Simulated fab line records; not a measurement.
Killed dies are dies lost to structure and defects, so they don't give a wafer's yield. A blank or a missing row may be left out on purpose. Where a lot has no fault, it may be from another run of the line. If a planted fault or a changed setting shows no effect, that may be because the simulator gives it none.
Which tool did it? | flow rit cmos | 7 lots, 21 wafers sampled, at 2 steps of a route of 202

== WHAT EACH GAUGE READ, for each wafer ==
RIT_ACTIVE_THK_MEAS_02.
lot  | measured    | on            | ACTIVE_OXIDE_THK (nm)
L817 | day 1 17:20 | film metro-04 | 46.1 45.7 46.1
L819 | day 2 04:49 | film metro-03 | 42.5 44.5 43.9
L822 | day 2 21:06 | film metro-03 | 43.2 44.5 43.9
L824 | day 3 04:03 | film metro-02 | 58.4 58.6 57.7
L826 | day 3 14:20 | film metro-04 | 57.7 58.3 57.8
L834 | day 5 06:14 | film metro-03 | 44.2 42.9 43.6
L838 | day 6 03:01 | film metro-03 | 44.7 44.1 45.3

== TOOL THAT RAN EACH LOT (tool first, then ch and the chambers of the sampled wafers, then the start) ==
lot  | RIT_ACTIVE_OXIDATION_01
L817 | furnace-01 ch 0, day 1 15:24
L819 | furnace-03 ch 0, day 2 02:53
L822 | furnace-01 ch 0, day 2 19:08
L824 | furnace-01 ch 0, day 3 02:07
L826 | furnace-01 ch 0, day 3 12:23
L834 | furnace-04 ch 0, day 5 04:17
L838 | furnace-03 ch 0, day 6 01:05
- RIT_ACTIVE_OXIDATION_01: target thk 46.8 nm, ox time 3360 s.

== THE ANSWER, worked out from the rows above alone ==
Rule: usual is defined by the lots themselves. Put in order of their means at a reading, lots are off if they are a third of the lots or fewer, leave a main group of 4 or more, and stand apart from it by a gap of 3 or more times the standard deviation of the main group's means; of several such gaps the widest counts. A main group is skipped when, at the precision printed for the reading in the tables above, its means are all equal. A lot without any number at a reading at which 4 lots or more have one is off too. All remaining lots with rows at the step are treated as sound.
Off: L824, L826, at RIT_ACTIVE_THK_MEAS_02 (ACTIVE_OXIDE_THK). Mean 44.3 nm and standard deviation 0.91 in the main group.
A tool fits if, at a process step before that reading, it ran every lot that is off, and no sound lot after the first of them. Gauges at RIT_ACTIVE_THK_MEAS_02: tried the same way as those tools. One fits: furnace-01 at RIT_ACTIVE_OXIDATION_01. Its last sound lot is L822 (day 2 19:08), its first lot that is off L824 (day 3 02:07): a fault that began between those two fits.

== WHAT THE SIMULATOR HAD INSERTED ==
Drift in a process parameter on furnace-01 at RIT_ACTIVE_OXIDATION_01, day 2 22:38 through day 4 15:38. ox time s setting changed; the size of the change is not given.
Shown lots that were struck: L824, L826. Same finding as the rule above.
